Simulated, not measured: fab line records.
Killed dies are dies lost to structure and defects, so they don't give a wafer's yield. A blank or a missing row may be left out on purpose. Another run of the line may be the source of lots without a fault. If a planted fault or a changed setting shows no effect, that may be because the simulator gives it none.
Which tool is to blame? ; flow berkeleyCmos170 ; 45 wafers from 15 lots sampled at 4 of the route's 331 steps

## WHAT EACH GAUGE READ, for each wafer
UCB170_V2_OVL_MEAS_13. Usual: V2_OVL gives -1 nm (standard deviation 5.2).
lot;measured;on;V2_OVL (nm);flag
L486;day 9 05:26;overlay-02;-3 -3 -7;
L489;day 9 17:47;overlay-01;-1 -3 -4;
L491;day 9 17:14;overlay-02;9 11 -2;
L488;day 9 18:03;overlay-02;2 2 0;
L494;day 10 12:39;overlay-02;1 3 4;
L493;day 10 12:55;overlay-01;-2 4 -1;
L496;day 11 08:02;overlay-02;8 5 -2;
L495;day 11 10:30;overlay-02;8 6 5;
L497;day 11 10:17;overlay-01;2 2 5;
L498;day 11 10:46;overlay-02;-4 4 -2;
L499;day 11 16:12;overlay-02;6 5 0;
L504;day 12 01:38;overlay-01;-6 -3 -15;
L502;day 12 02:22;overlay-01;9 5 5;
L506;day 13 14:12;overlay-01;1 -4 -5;
L505;day 12 19:56;overlay-01;-1 -3 2;

UCB170_M3_BOW_MEAS_20. Usual: M3_BOW gives 37 um (standard deviation 7.2).
lot;measured;on;M3_BOW (um);flag
L486;day 9 08:32;filmMetro-03;49 39 38;
L489;day 9 23:19;filmMetro-02;43 32 36;
L491;day 9 22:23;filmMetro-01;45 40 44;
L488;day 9 23:11;filmMetro-03;29 32 39;
L494;day 10 16:17;filmMetro-02;38 43 29;
L493;day 10 16:59;filmMetro-01;33 50 43;
L496;day 11 14:04;filmMetro-02;31 37 29;
L495;day 11 15:37;filmMetro-02;29 35 27;
L497;day 11 15:14;filmMetro-03;42 32 52;
L498;day 11 15:42;filmMetro-03;29 42 42;
L499;day 11 20:14;filmMetro-02;34 55 34;
L504;day 12 06:29;filmMetro-03;38 40 43;
L502;day 12 07:35;filmMetro-02;41 40 34;
L506;day 13 17:08;filmMetro-02;44 40 41;
L505;day 12 22:56;filmMetro-02;40 27 30;

## WHAT TOOL EACH LOT RAN ON (gives the tool, then ch and the chambers of the sampled wafers, and finally the start)
lot;UCB170_BACKSIDE_CLEAN_04;UCB170_V1_ETCH_14
L486;wetBench-04 ch 1, day 8 04:26;rieDiel-01 ch 0,1,3, day 8 20:19
L489;wetBench-03 ch 3, day 8 16:39;rieDiel-04 ch 0,1,2, day 9 10:10
L491;wetBench-03 ch 3, day 8 17:00;rieDiel-01 ch 0,1,3, day 9 10:02
L488;wetBench-03 ch 0, day 8 17:10;rieDiel-01 ch 0,1, day 9 10:38
L494;wetBench-04 ch 1, day 9 10:39;rieDiel-04 ch 1,3, day 10 05:40
L493;wetBench-03 ch 3, day 9 11:06;rieDiel-01 ch 0,2,3, day 10 05:48
L496;wetBench-03 ch 2, day 10 07:24;rieDiel-01 ch 0,1, day 11 00:47
L495;wetBench-03 ch 3, day 10 07:35;rieDiel-01 ch 0,2,3, day 11 01:16
L497;wetBench-03 ch 3, day 10 07:35;rieDiel-02 ch 1,3, day 11 00:59
L498;wetBench-03 ch 0, day 10 07:47;rieDiel-04 ch 2,3, day 11 01:20
L499;wetBench-03 ch 0, day 10 16:46;rieDiel-02 ch 2,3, day 11 08:25
L504;wetBench-03 ch 0, day 10 23:33;rieDiel-04 ch 1,2, day 11 18:41
L502;wetBench-03 ch 2, day 11 00:27;rieDiel-01 ch 0,2, day 11 19:23
L506;wetBench-03 ch 1, day 11 16:24;rieDiel-02 ch 0,1,3, day 13 09:28
L505;wetBench-03 ch 0, day 11 16:45;rieDiel-01 ch 2,3, day 12 12:22
- UCB170_BACKSIDE_CLEAN_04: cleans in SPM, time 600 s.
- UCB170_V1_ETCH_14: etches SiO2 in CHF3/CF4/Ar, stops on Al, target depth 1250 nm, time 291 s.

## AS READ BY THE TOOLS THEMSELVES (means over the sampled wafers that have a number; for cases with no such wafer, the mark the record gives instead)
UCB170_V1_ETCH_14. Usual: drypumpMotorCurrentA 5.67 A, standard deviation 0.28; mfcArSccm 150.0 sccm, standard deviation 0.5; oesProductAu 0.872 a.u., standard deviation 0.014; throttleValvePct 6.99 %, standard deviation 0.12.
lot;tool;drypumpMotorCurrentA (A);mfcArSccm (sccm);oesProductAu (a.u.);throttleValvePct (%);flag
L486;rieDiel-01;5.51;150.3;0.886;7.09;
L489;rieDiel-04;5.62;150.3;0.870;6.93;
L491;rieDiel-01;5.53;150.7;0.885;7.09;
L488;rieDiel-01;5.58;150.0;0.882;7.09;
L494;rieDiel-04;5.76;149.6;0.875;6.94;
L493;rieDiel-01;5.57;149.5;0.875;7.12;
L496;rieDiel-01;5.44;150.4;0.891;6.98;
L495;rieDiel-01;5.56;149.7;0.873;7.10;
L497;rieDiel-02;6.01;149.6;0.875;6.97;
L498;rieDiel-04;5.68;149.7;0.887;7.03;
L499;rieDiel-02;5.88;150.3;0.858;6.95;
L504;rieDiel-04;5.64;149.7;0.869;6.93;
L502;rieDiel-01;5.63;150.1;0.871;7.09;
L506;rieDiel-02;5.72;150.3;0.874;6.97;
L505;rieDiel-01;5.51;149.6;0.865;7.00;

## THE ANSWER, worked out from the rows above alone
Rule: a lot counts as off when the mean over its wafers that have a number is more than 3 standard deviations away from the usual mean. Also off: a lot with no number at a reading for which 4 or more lots have one. Any other lot the step has rows for is counted as sound. The gauges are gone through in route order, then the tools' own readings, and for those a lot's mean is taken as printed above. The first step at which some lot is off is used, and at that step the reading that is off furthest; a lot without a number counts as furthest.
No lot is off at any reading shown: from this, nothing can be told.

## WHAT HAD BEEN PUT IN BY THE SIMULATOR
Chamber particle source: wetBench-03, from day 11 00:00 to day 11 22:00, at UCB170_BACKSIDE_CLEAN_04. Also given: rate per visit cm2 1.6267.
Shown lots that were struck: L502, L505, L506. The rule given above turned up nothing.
